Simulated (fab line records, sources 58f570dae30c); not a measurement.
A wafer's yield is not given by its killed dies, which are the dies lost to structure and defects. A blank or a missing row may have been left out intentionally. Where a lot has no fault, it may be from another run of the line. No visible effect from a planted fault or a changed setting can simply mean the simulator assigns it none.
A struck lot beside a sound one | flow berkeley cmos170 | 14 out of 331 route steps
Sound: the wafers L337.4, L337.5, L337.6. Wafers L328.3, L328.5, L328.6 were the ones struck. The cause is given at the end.
Each step with rows lists, per side, the tool, then ch with its chambers, then its first start. Under that, the readings that differ: sound wafers | struck wafers | difference of the means | sigmas: that difference in standard deviations of wafers without a fault.
alike: words and numbers the same on both sides, and readings whose means are apart by under 2 such deviations; not compared: readings that were withheld, readings missing a value for some wafer, numbers with overlapping values and no deviation given by the record, and bounds like >300 which may hide the same value.
A row with sigmas, a row that says differs or no value, or rows on one side alone: a step with any of these is where the two part. Numbers that have no deviation but don't overlap get no sigmas and don't part them. A reading missing from all wafers of one side parts the sides only when that side holds two or more wafers.

UCB170_M1_CD_MEAS_90: target cd 700 nm.
  sound on cd sem-02, day 12 04:49; struck on cd sem-01, day 9 20:01
  reading    | sound             | struck            | difference | sigmas
  cd nm (nm) | 703.6 700.5 702.6 | 693.3 696.3 692.9 | -8.1       | -3
then, 1 step without rows for these wafers: UCB170_M1_ANNEAL_14 (time 1200 s).
UCB170_V1_CVD_00: deposits SiO2 from TEOS/O2, target thk 2000 nm, time 250 s.
  sound on pecvd-01 ch 0,1,2, day 12 06:17; struck on pecvd-01 ch 0,1,2, day 9 21:39
  alike: heater power w, pressure mtorr
UCB170_V1_THK_MEAS_01:
  sound on film metro-01, day 12 06:23; struck on film metro-04, day 9 21:49
  alike: V1_TEOS_THK
UCB170_V1_CMP_02: polishes SiO2.
  sound on cmp-02 ch 0,2,3, day 12 06:31; struck on cmp-02 ch 0,1,3, day 9 22:19
  alike: motor current A
UCB170_V1_BOW_MEAS_03:
  sound on film metro-01, day 12 06:47; struck on film metro-01, day 9 22:30
  alike: V1_BOW
UCB170_V1_THK_MEAS_04:
  sound on film metro-01, day 12 06:52; struck on film metro-01, day 9 22:36
  alike: V1_POLISHED_THK
then, 5 steps without rows for these wafers: UCB170_V1_CLEAN_05 (cleans in DIW); UCB170_V1_HMDS_06 (prime time 60 s); UCB170_V1_COAT_07 (resist thk 900 nm); UCB170_V1_SOFTBAKE_08 (time 60 s); UCB170_V1_EXPOSE_09 (exposes mask VIA1, target cd 700 nm).
UCB170_V1_PEB_10:
  sound on litho track-02 ch 0, day 12 07:48; struck on litho track-04, day 10 00:11
  no value came back on the struck wafers for chill plate temp C (C), exhaust pa (Pa), plate temp C (C); on the sound wafers chill plate temp C (C) reads 23.13 22.99 22.99
then, 1 step without rows for these wafers: UCB170_V1_DEVELOP_11 (develop time 45 s).

## WHERE THEY PART
Last at UCB170_V1_PEB_10 as far as this record goes, first at UCB170_M1_CD_MEAS_90.

WHY: what had been put in by the simulator
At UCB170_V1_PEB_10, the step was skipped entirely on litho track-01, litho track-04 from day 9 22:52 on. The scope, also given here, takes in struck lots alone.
